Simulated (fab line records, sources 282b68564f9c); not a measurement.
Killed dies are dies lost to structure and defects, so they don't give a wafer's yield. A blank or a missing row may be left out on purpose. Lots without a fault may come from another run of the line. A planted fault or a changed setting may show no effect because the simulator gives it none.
fab line records | flow rit_cmos
record lots=5 wafers=15 last_day=7
route steps=202 shown PRETRO@67 GATE@75 FOX2@80 REOX@98 NLDD@103 M1@202
lots that met no fault: from a run of the same line without faults
start_h: hours from the record's first day to the start of the lot's first wafer shown | wait_h: hours since the lot's step before | " the same as in the row above | L1.1+2: a row that stands for several wafers | - no value, or no start given | * or withheld: withheld | < > ~ a bound
route shown NAME@n: a module of which the file shows steps, and the number in the route of the first | usual: mean/standard deviation of fault-free wafers | same: alike in all rows | chamber/n: place in a boat | sites: the reading at each site | _std_site: their standard deviation | _edge_site: outer sites' mean less inner sites' | radius_mm: how far each site lies from the wafer's centre | mask NAME#n: copy n | behind: the tool/chamber that last shaped the wafer | hold: why the lot was held/for how many hours/how that ended | device: the transistor (n, p or np) that didn't switch | end of line: the same wafers' tests at the end of the route | a step without rows: its recipe alone | killed: dies lost to structure and defects at the first sort, not the wafer's yield | map: a wafer's dies, x killed, . not, _ none there
set.NAME: the setting as run; set.NAME@STEP: as run at that earlier step | model.NAME: the simulator's own value behind a step, which no gauge read
lots at some steps of the route; a table a step, a row a wafer
services: from which hour (start_h, from the record's first day; less than 0 if before it) a tool's chamber was out of use, for how many hours, and why
## steps
# step RIT_PRETRO_EXPOSE_03
# recipe mask_id=M5 na=0.57 target_cd_nm=43700 dose_mj=250
# step RIT_PRETRO_PEB_04
# recipe resist=NOVOLAK temp_c=withheld time_s=withheld
# step RIT_PRETRO_DEVELOP_05
# recipe resist=NOVOLAK develop_time_s=68 dev_temp_c=23
# step RIT_PRETRO_OVL_MEAS_06
# usual PRETRO_OVL=-0.6/1.2
# columns lot.wafer tool chamber start_h wait_h PRETRO_OVL[nm]
L696.1 overlay-02 - 48.10 - 1.2
L696.4 " - " " 1.0
L696.5 " - " " 1.3
L704.1 overlay-01 - 91.58 - -1.4
L704.4 " - " " -0.5
L704.5 " - " " 0.3
L707.4 overlay-02 - 103.43 - -0.3
L707.5 " - " " -1.5
L707.6 " - " " -1.8
L708.2 overlay-01 - 109.21 - -1.4
L708.5 " - " " -0.6
L708.6 " - " " -0.3
L715.1 overlay-02 - 145.10 - -2.4
L715.2 " - " " -0.9
L715.4 " - " " -0.7
# step RIT_PRETRO_HARDBAKE_07
# recipe resist=NOVOLAK temp_c=140 time_s=120
# step RIT_PRETRO_IMPLANT_08
# recipe species=B energy_kev=45 dose_cm2=1.2e+13 tilt_deg=7
# step RIT_PRETRO_STRIP_09
# recipe chemistry=O2 time_s=180 resist=NOVOLAK platen_temp_c=withheld power_w=500 pressure_mtorr=4000 o2_flow_sccm=4000
# usual drypump_motor_current_A=5.98/0.29 o2_flow_sccm=4000/11
# columns lot.wafer tool chamber start_h wait_h drypump_motor_current_A o2_flow_sccm rf_hours_counter_h
L696.1 plasma_asher-01 1 48.53 0.1 6.08 3995 36
L696.4 " 0 " " 5.61 3996 -
L696.5 " 0 " " 5.57 3985 -
L704.1 plasma_asher-04 1 92.02 0.1 5.57 4004 30
L704.4 " 1 " " 5.61 4005 -
L704.5 " 0 " " 6.27 3976 -
L707.4 plasma_asher-03 0 103.90 0.1 5.93 4004 -
L707.5 " 1 " " 6.29 4006 -
L707.6 " 0 " " 5.93 4005 -
L708.2 plasma_asher-03 0 109.64 0.1 5.93 4001 50
L708.5 " 0 " " 5.94 4006 -
L708.6 " 1 " " 6.29 4004 -
L715.1 plasma_asher-03 1 145.68 0.2 6.30 4010 54
L715.2 " 0 " " 5.93 4003 54
L715.4 " 0 " " 5.92 4023 -
# step RIT_PRETRO_TW_MEAS_10
# usual PRETRO_TW=479/4.2
# columns lot.wafer tool chamber start_h wait_h PRETRO_TW
L696.1 film_metro-02 - 48.71 0.1 474
L696.4 " - " " 474
L696.5 " - " " 470
L704.1 film_metro-02 - 92.19 0.1 475
L704.4 " - " " 471
L704.5 " - " " 473
L707.4 film_metro-02 - 104.05 0.1 475
L707.5 " - " " 475
L707.6 " - " " 476
L708.2 film_metro-02 - 109.83 0.1 474
L708.5 " - " " 473
L708.6 " - " " 472
L715.1 film_metro-04 - 145.86 0.1 480
L715.2 " - " " 481
L715.4 " - " " 484
# step RIT_GATE_WET_ETCH_00
# recipe chemistry=BOE target=SiO2 target_depth_nm=56 time_s=60 dry=n2_spin dilution=10:1 temp_c=21.5
# step RIT_GATE_CLEAN_01
# recipe chemistry=SC1 mix=3:3:50 time_s=600 temp_c=75
# step RIT_GATE_CLEAN_02
# recipe chemistry=dHF dilution=50:1 time_s=30
# step RIT_GATE_CLEAN_03
# recipe chemistry=SC2 mix=3:3:50 time_s=600 temp_c=75 dry=n2_spin
# step RIT_GATE_CLEAN_04
# recipe chemistry=dHF dilution=50:1 time_s=60 dry=n2_spin
# columns lot.wafer tool chamber start_h wait_h
L696.1+4+5 wet_bench-03 2 49.18 0.0
L704.1+4+5 wet_bench-04 0 93.06 0.0
L707.4+5+6 wet_bench-01 1 104.69 0.0
L708.2+5+6 wet_bench-04 3 110.46 0.0
L715.1+2+4 wet_bench-04 0 146.69 0.0
# step RIT_FOX2_THK_MEAS_91
# recipe reads=SiO2_of_FOX2_OXIDATION_00
# usual FIELD_OXIDE_LEFT_2_THK=254/6.6
# columns lot.wafer tool chamber start_h wait_h FIELD_OXIDE_LEFT_2_THK[nm]
L696.1 film_metro-04 - 49.23 0.0 256
L696.4 " - " " 249
L696.5 " - " " 252
L704.1 film_metro-01 - 93.09 0.0 256
L704.4 " - " " 258
L704.5 " - " " 260
L707.4 film_metro-02 - 104.75 0.0 252
L707.5 " - " " 248
L707.6 " - " " 247
L708.2 film_metro-01 - 110.50 0.0 254
L708.5 " - " " 253
L708.6 " - " " 249
L715.1 film_metro-04 - 146.71 0.0 256
L715.2 " - " " 264
L715.4 " - " " 259
# step RIT_GATE_OXIDATION_05
# recipe temp_c=900 ambient=O2 target_thk_a=30 ox_time_s=270
# step RIT_GATE_ANNEAL_06
# recipe temp_c=900 time_s=600 ambient=N2O
# step RIT_GATE_THK_MEAS_07
# recipe reads=SiO2_of_GATE_OXIDATION_05
# usual GATE_OXIDE_THK=3.00/0.053
# columns lot.wafer tool chamber start_h wait_h GATE_OXIDE_THK[nm]
L696.1 film_metro-01 - 56.03 0.0 3.04
L696.4 " - " " 3.01
L696.5 " - " " 3.05
L704.1 film_metro-04 - 96.64 0.0 2.96
L704.4 " - " " 2.98
L704.5 " - " " 3.00
L707.4 film_metro-04 - 109.69 0.0 2.98
L707.5 " - " " 2.99
L707.6 " - " " 2.98
L708.2 film_metro-04 - 111.89 0.0 3.01
L708.5 " - " " 2.98
L708.6 " - " " 3.05
L715.1 film_metro-01 - 149.17 0.0 3.05
L715.2 " - " " 3.04
L715.4 " - " " 2.94
# step RIT_GATE_CVD_08
# recipe material=poly-Si target_thk_nm=250 temp_c=610 precursor=SiH4 time_s=2220 pressure_mtorr=300 sih4_flow_sccm=100
# step RIT_GATE_THK_MEAS_09
# recipe reads=poly-Si_of_GATE_CVD_08
# usual GATE_POLY_THK=250.2/2.1
# columns lot.wafer tool chamber start_h wait_h GATE_POLY_THK[nm]
L696.1 film_metro-02 - 57.71 0.0 251.8
L696.4 " - " " 249.9
L696.5 " - " " 250.6
L704.1 film_metro-02 - 98.32 0.0 246.9
L704.4 " - " " 245.5
L704.5 " - " " 245.9
L707.4 film_metro-04 - 111.37 0.0 248.8
L707.5 " - " " 250.2
L707.6 " - " " 248.1
L708.2 film_metro-02 - 113.56 0.0 248.9
L708.5 " - " " 250.4
L708.6 " - " " 251.3
L715.1 film_metro-04 - 150.85 0.0 249.1
L715.2 " - " " 249.2
L715.4 " - " " 250.2
# step RIT_GATE_HMDS_10
# recipe prime_time_s=60 prime_temp_c=140
# step RIT_GATE_COAT_11
# recipe resist=NOVOLAK spin_rpm=4250 resist_thk_nm=850
# step RIT_GATE_SOFTBAKE_12
# recipe resist=NOVOLAK temp_c=90 time_s=60
# step RIT_GATE_EXPOSE_13
# recipe mask_id=M6 na=0.6 source_shape=conventional sigma_outer=0.6 target_cd_nm=150 dose_mj=380
# step RIT_GATE_PEB_14
# recipe resist=NOVOLAK temp_c=withheld time_s=withheld
# step RIT_GATE_DEVELOP_15
# recipe resist=NOVOLAK develop_time_s=50 dev_temp_c=23
# step RIT_GATE_CD_MEAS_16
# recipe target_cd_nm=150
# usual cd_nm=150/3.1
# columns lot.wafer tool chamber start_h wait_h cd_nm
L696.1 cd_sem-01 - 58.62 - 152
L696.4 " - " " 155
L696.5 " - " " 151
L704.1 cd_sem-01 - 99.29 - 152
L704.4 " - " " 152
L704.5 " - " " 153
L707.4 cd_sem-01 - 112.43 - 152
L707.5 " - " " 152
L707.6 " - " " 151
L708.2 cd_sem-01 - 114.48 - 153
L708.5 " - " " 151
L708.6 " - " " 151
L715.1 cd_sem-02 - 151.76 - 150
L715.2 " - " " 149
L715.4 " - " " 150
# step RIT_GATE_OVL_MEAS_17
# usual GATE_OVL=-0.9/1.1
# columns lot.wafer tool chamber start_h wait_h GATE_OVL[nm]
L696.1 overlay-02 - 58.74 0.1 0.4
L696.4 " - " " -0.8
L696.5 " - " " 0.3
L704.1 overlay-01 - 99.41 0.1 -1.8
L704.4 " - " " -0.6
L704.5 " - " " -2.6
L707.4 overlay-02 - 112.51 0.1 0.2
L707.5 " - " " -0.8
L707.6 " - " " -0.5
L708.2 overlay-02 - 114.59 0.1 -0.8
L708.5 " - " " 0.1
L708.6 " - " " -0.8
L715.1 overlay-01 - 151.88 0.1 -0.5
L715.2 " - " " -0.6
L715.4 " - " " 0.5
# step RIT_GATE_HARDBAKE_18
# recipe resist=NOVOLAK temp_c=140 time_s=60
# step RIT_GATE_ETCH_19
# recipe chemistry=SF6/CHF3/O2 time_s=165 SF6_flow_sccm=30 CHF3_flow_sccm=30 O2_flow_sccm=5 target=poly-Si pressure_mtorr=40 rf_w=160 target_depth_a=3125 over_etch_frac=0.25 stop_on=SiO2
# usual drypump_motor_current_A=5.9/0.47 oes_product_au=0.847/0.014 throttle_valve_pct=10.23/0.18
# same over_etch_frac=0.25
# columns lot.wafer tool chamber start_h wait_h drypump_motor_current_A oes_product_au rf_hours_counter_h throttle_valve_pct
L696.1 rie_si-01 2 58.92 0.1 6.3 0.827 9 10.39
L696.4 " 3 " " 6.2 0.845 - 10.04
L696.5 " 2 " " 6.3 0.819 - 10.40
L704.1 rie_si-01 1 99.60 0.1 5.4 0.848 0 10.42
L704.4 " 2 " " 6.4 0.823 9 10.40
L704.5 " 1 " " 5.4 0.846 - 10.40
L707.4 rie_si-02 3 112.68 0.1 6.4 0.874 3 10.07
L707.5 " 3 " " 6.4 0.864 - 10.06
L707.6 " 2 " " 5.2 0.838 - 10.34
L708.2 rie_si-01 1 114.90 0.1 5.5 0.847 0 10.39
L708.5 " 0 " " 5.6 0.839 - 10.02
L708.6 " 1 " " 5.4 0.863 - 10.38
L715.1 rie_si-02 3 152.07 0.1 6.4 0.861 3 10.08
L715.2 " 1 " " 6.5 0.841 3 10.10
L715.4 " 2 " " 5.2 0.843 70 10.36
# step RIT_GATE_STRIP_20
# recipe chemistry=O2 time_s=180 resist=NOVOLAK platen_temp_c=withheld power_w=500 pressure_mtorr=4000 o2_flow_sccm=4000
# usual drypump_motor_current_A=5.99/0.24 o2_flow_sccm=3998/11
# columns lot.wafer tool chamber start_h wait_h drypump_motor_current_A o2_flow_sccm rf_hours_counter_h
L696.1 plasma_asher-03 0 59.03 0.1 5.94 4032 45
L696.4 " 1 " " 6.33 3996 -
L696.5 " 0 " " 5.95 4006 -
L704.1 plasma_asher-02 0 99.71 0.1 5.96 4008 45
L704.4 " 1 " " 5.87 3982 -
L704.5 " 0 " " 5.97 3987 -
L707.4 plasma_asher-02 0 112.85 0.1 5.97 4008 -
L707.5 " 1 " " 5.82 4012 -
L707.6 " 0 " " 5.96 4003 -
L708.2 plasma_asher-04 0 115.00 0.1 6.33 4010 32
L708.5 " 0 " " 6.30 4008 -
L708.6 " 1 " " 5.59 4004 -
L715.1 plasma_asher-04 0 152.17 0.1 6.28 4009 36
L715.2 " 1 " " 5.60 4004 36
L715.4 " 0 " " 6.28 3992 -
# step RIT_GATE_CD_MEAS_90
# recipe target_cd_nm=150
# usual cd_nm=150/3.1
# columns lot.wafer tool chamber start_h wait_h cd_nm
L696.1 cd_sem-02 - 59.21 0.1 152
L696.4 " - " " 154
L696.5 " - " " 152
L704.1 cd_sem-02 - 99.88 0.1 153
L704.4 " - " " 152
L704.5 " - " " 154
L707.4 cd_sem-02 - 113.02 0.1 152
L707.5 " - " " 152
L707.6 " - " " 151
L708.2 cd_sem-01 - 115.20 0.1 153
L708.5 " - " " 151
L708.6 " - " " 151
L715.1 cd_sem-02 - 152.39 0.2 151
L715.2 " - " " 148
L715.4 " - " " 151
# step RIT_REOX_CLEAN_00
# recipe chemistry=SC1 mix=3:3:50 time_s=600 temp_c=75
# step RIT_REOX_CLEAN_01
# recipe chemistry=dHF dilution=50:1 time_s=30
# step RIT_REOX_CLEAN_02
# recipe chemistry=SC2 mix=3:3:50 time_s=600 temp_c=75 dry=n2_spin
# step RIT_REOX_OXIDATION_03
# recipe temp_c=900 ambient=O2 target_thk_a=252 ox_time_s=5580
# step RIT_REOX_THK_MEAS_04
# recipe reads=SiO2_of_REOX_OXIDATION_03
# usual REOX_OXIDE_THK=25.1/0.41
# columns lot.wafer tool chamber start_h wait_h REOX_OXIDE_THK[nm]
L696.1 film_metro-04 - 62.26 0.0 25.1
L696.4 " - " " 25.2
L696.5 " - " " 25.5
L704.1 film_metro-03 - 102.99 0.0 25.4
L704.4 " - " " 25.3
L704.5 " - " " 25.2
L707.4 film_metro-01 - 116.85 0.0 25.1
L707.5 " - " " 24.6
L707.6 " - " " 24.8
L708.2 film_metro-04 - 119.38 0.0 24.9
L708.5 " - " " 24.9
L708.6 " - " " 25.6
L715.1 film_metro-03 - 156.00 0.0 25.3
L715.2 " - " " 25.7
L715.4 " - " " 25.1
# step RIT_NLDD_HMDS_00
# recipe prime_time_s=60 prime_temp_c=140
# step RIT_NLDD_COAT_01
# recipe resist=NOVOLAK spin_rpm=3250 resist_thk_nm=1000
# step RIT_NLDD_SOFTBAKE_02
# recipe resist=NOVOLAK temp_c=90 time_s=60
# step RIT_NLDD_EXPOSE_03
# recipe mask_id=M7 na=0.57 target_cd_nm=40700 dose_mj=250
# step RIT_NLDD_PEB_04
# recipe resist=NOVOLAK temp_c=withheld time_s=withheld
# step RIT_NLDD_DEVELOP_05
# recipe resist=NOVOLAK develop_time_s=50 dev_temp_c=23
# step RIT_M1_PROBE_99
# usual killed_at_contacts=0.1/0.31 killed_at_front_end=7/3 killed_dies=7/3 killed_on_rim=1.8/1.2 killed_open=3.2/1.9 killed_short=3.6/2.2
# same gross_dies=264 killed_at_M0_to_M3=0 killed_at_M4_up=0 killed_at_back_side=0 killed_at_other=0
# columns lot.wafer tool chamber start_h wait_h killed_at_contacts killed_at_front_end killed_dies killed_on_rim killed_open killed_short
L696.1 prober-01 - 78.97 0.1 0 12 12 2 3 9
L696.4 prober-01 - 79.12 0.2 0 7 7 1 3 4
L696.5 prober-01 - 79.17 0.2 0 6 6 3 1 5
L704.1 prober-01 - 119.42 0.1 0 4 4 0 1 3
L704.4 prober-01 - 119.57 0.2 0 6 6 2 2 4
L704.5 prober-01 - 119.62 0.2 0 4 4 2 0 2
L707.4 prober-02 - 133.94 0.2 0 8 8 0 2 6
L707.5 prober-02 - 133.99 0.2 0 5 5 0 1 4
L707.6 prober-02 - 134.04 0.2 1 7 8 2 3 5
L708.2 prober-01 - 135.89 0.1 0 5 5 0 1 4
L708.5 prober-01 - 136.04 0.2 0 6 6 2 2 4
L708.6 prober-01 - 136.09 0.2 0 4 4 2 2 2
L715.1 prober-02 - 172.72 0.1 0 32 32 10 5 1
L715.2 prober-02 - 172.77 0.1 0 33 33 10 3 1
L715.4 prober-02 - 172.87 0.2 0 29 29 9 2 2
# killed by level:class
L696.1 GATE:geometric_particle:short=6 REOX:geometric_particle:short=2 FOX2:geometric_particle:open=1 GATE:geometric_particle:open=1 SPACER:geometric_particle:open=1 SPACER:geometric_particle:short=1
L696.4 GATE:geometric_particle:short=4 GATE:geometric_particle:open=2 SILICIDE:geometric_particle:open=1
L696.5 GATE:geometric_particle:short=2 SPACER:geometric_particle:short=2 FOX2:geometric_particle:open=1 SILICIDE:geometric_particle:short=1
L704.1 GATE:geometric_particle:short=1 SPACER:geometric_particle:open=1 SPACER:geometric_particle:short=1 SILICIDE:geometric_particle:short=1
L704.4 FOX1:geometric_particle:short=1 GATE:geometric_particle:short=1 GATE:geometric_particle:open=1 SPACER:geometric_particle:short=1 SILICIDE:geometric_particle:open=1 SILICIDE:geometric_particle:short=1
L704.5 NSD:coat_microbubble_printed=2 GATE:geometric_particle:short=1 REOX:geometric_particle:short=1
L707.4 GATE:geometric_particle:short=4 FOX1:geometric_particle:short=1 FOX2:geometric_particle:open=1 REOX:geometric_particle:short=1 REOX:geometric_particle:open=1
L707.5 FOX1:geometric_particle:short=3 GATE:geometric_particle:open=1 SILICIDE:geometric_particle:short=1
L707.6 FOX2:geometric_particle:short=2 SILICIDE:geometric_particle:open=2 GATE:geometric_particle:short=1 REOX:geometric_particle:short=1 SPACER:geometric_particle:open=1 CONTACT:geometric_particle:short=1
L708.2 FOX1:geometric_particle:short=2 FOX1:geometric_particle:open=1 GATE:geometric_particle:short=1 REOX:geometric_particle:short=1
L708.5 GATE:geometric_particle:open=2 REOX:geometric_particle:short=2 FOX1:geometric_particle:short=1 SILICIDE:geometric_particle:short=1
L708.6 FOX2:geometric_particle:short=1 GATE:geometric_particle:open=1 GATE:geometric_particle:short=1 SILICIDE:geometric_particle:open=1
L715.1 GATE:unspecified=26 GATE:geometric_particle:open=3 FOX2:geometric_particle:open=2 GATE:geometric_particle:short=1
L715.2 GATE:unspecified=29 FOX1:geometric_particle:open=1 GATE:geometric_particle:short=1 GATE:geometric_particle:open=1 REOX:geometric_particle:open=1
L715.4 GATE:unspecified=25 FOX1:geometric_particle:open=1 FOX1:geometric_particle:short=1 GATE:geometric_particle:short=1 GATE:geometric_particle:open=1
# map L715.2 (x killed, . not)
________......._______
_____xxxx.........____
____xxxxx..........___
___xxxxxx...........__
__.xxxxx............._
__.xxxx.x............_
_x.x.x..x.............
_....x................
_.....................
_.....................
__..................._
__..................._
___..x......x.......__
____...............___
_____.....x.......____
________......._______
# map L704.4 (x killed, . not)
________......._______
_____.............____
____...............___
___.................__
__.x................._
__x.................._
_...x.................
_.....................
_.......x.......x.....
_..........x..........
__..................._
__..................._
___.................__
____...............___
_____.............____
________......._______
## services
# columns tool chamber start_h hours kind
wet_bench-04 - 53.49 1.7 repair
rie_si-01 1 58.29 1.0 repair
rie_si-01 1 59.25 - clean
rie_si-01 1 59.25 34.7 scheduled_down
rie_si-01 1 59.25 34.7 vent_cycle
plasma_asher-04 - 84.26 1.3 repair
plasma_asher-04 - 103.48 2.8 pm
rie_si-01 3 107.16 - clean
rie_si-01 3 107.16 18.8 scheduled_down
rie_si-01 3 107.16 18.8 vent_cycle
wet_bench-04 - 108.73 0.5 repair
plasma_asher-01 - 108.75 9.0 pm
plasma_asher-01 0 108.75 9.0 vent_cycle
plasma_asher-01 1 108.75 9.0 vent_cycle
plasma_asher-01 0 117.75 - clean
plasma_asher-01 1 117.75 - clean
plasma_asher-03 - 147.35 23.8 pm
wet_bench-04 - 147.53 5.1 repair
## key
first_sign step=RIT_M1_PROBE_99 reading=killed_at_front_end direction=up sigmas=8.1 usual=7 struck=31
effect step=RIT_M1_PROBE_99 reading=killed_dies direction=up sigmas=8 usual=7 struck=31
met_at RIT_GATE_CLEAN_04
struck_wafers L715.1,L715.2,L715.4
tester_left_out L715
onset_between 93.06 146.69
also_fits time
fault kind=chamber_particle_source tool=wet_bench-04 chamber=0 onset_h=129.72 steps=RIT_GATE_CLEAN_04 rate_per_visit_cm2=0.9223 end_h=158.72
# tester_left_out: of these lots the tester's yield and bins aren't shown, on N5 and GAA mostly nor the transistor test; their killed dies are dies lost to structure and defects alone, not to doping, threshold or leakage, so they don't give the yield
